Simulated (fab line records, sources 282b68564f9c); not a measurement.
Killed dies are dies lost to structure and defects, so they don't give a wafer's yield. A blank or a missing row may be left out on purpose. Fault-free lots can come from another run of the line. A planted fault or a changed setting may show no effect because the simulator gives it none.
8D (eight disciplines) problem report, filled in by code | flow rit-cmos | the parts of the form that need people (team, actions taken, sign-off) are left out

## 1. PROBLEM STATEMENT
At RIT_M1_METAL_ETCH_12, chamber-pressure-mTorr averages 150.06 mTorr over 3 wafers from 2 lots, while fault-free wafers read 100.00 mTorr, standard deviation 0.086. So: +99 or more standard deviations from the usual mean.
The step: etches Al in Cl2/BCl3, stops on SiO2, time 165 s, target depth 600 nm.
First observed at day 5 15:31: wafer L685.5, on rie-metal-04. The record holds 38 wafers of 13 lots with a number at this step. By rule, "out" or "out of limits" means more than 4 standard deviations away from the usual mean. Any other wafer with a number is counted as sound.

## 2. WHAT THIS IS AND IS NOT
question                    | is                     | is not
which readings at this step | chamber-pressure-mTorr | bcl3-flow-sccm, drypump-motor-current-A, oes-product-au, throttle-valve-pct
which lots                  | L685, L688             | L675, L676, L677, L678, L683, L690, L692, L694, L695, L697, L698
which wafers of those lots  | L685.5, L688.2, L688.3 | L685.6, L688.5
read on which tools         | rie-metal-04           | rie-metal-02, rie-metal-03
when                        | from day 5 15:31       | up to then (16 sound wafers); but 19 sound wafers of L688, L690, L692, L694, L695, L697, L698 came after

## 3. SUSPECTS, AND WHAT RULES EACH OUT
Counting: a tool at a process step up to the reading stays a suspect if it ran every lot that is out. Sound lots after the first of them don't rule it out here, since some wafers of a struck lot are sound.
- rie-metal-04 at RIT_M1_METAL_ETCH_12 (etches Al in Cl2/BCl3, stops on SiO2, time 165 s, target depth 600 nm): kept. Every lot that is out went through it, the first being L685 (day 5 15:31); the last sound lot it ran before that was L676 (day 3 17:47). Its own readings are out on those wafers: chamber-pressure-mTorr.
- At RIT_M1_METAL_ETCH_12 on rie-metal-04, chamber 1 took the sound wafers of the same lots and chamber 0 took the wafers that are out.
The count leaves rie-metal-04 at RIT_M1_METAL_ETCH_12.

## 4. THE CAUSE (what the simulator had put in)
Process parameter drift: rie-metal-04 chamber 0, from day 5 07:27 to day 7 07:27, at RIT_M1_METAL_ETCH_12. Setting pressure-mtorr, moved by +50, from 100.
Counting left only this tool.

## 5. SEQUENCE OF EFFECTS, ordered by route
One row per reading whose mean, taken over the struck wafers that have a number, lies over 3 standard deviations from the usual. Readings are gone through only where the record gives a usual standard deviation; hours: the median, over the lots, of the time from a lot's start at the first step in this table giving one to that lot's start at this step; sigmas: the change measured in usual standard deviations.
hours | step                 | reading                | usual        | on struck wafers | change | sigmas
0     | RIT_M1_METAL_ETCH_12 | chamber-pressure-mTorr | 100.00 mTorr | 150.06           | +50.06 | +99 or more
Process steps it contains:
- RIT_M1_METAL_ETCH_12: etches Al in Cl2/BCl3, stops on SiO2, time 165 s, target depth 600 nm.

## 6. WHAT WOULD HAVE CAUGHT IT SOONER
The fault began at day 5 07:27; the first out-of-limits reading in this record came at day 5 15:31, 8 hours later.
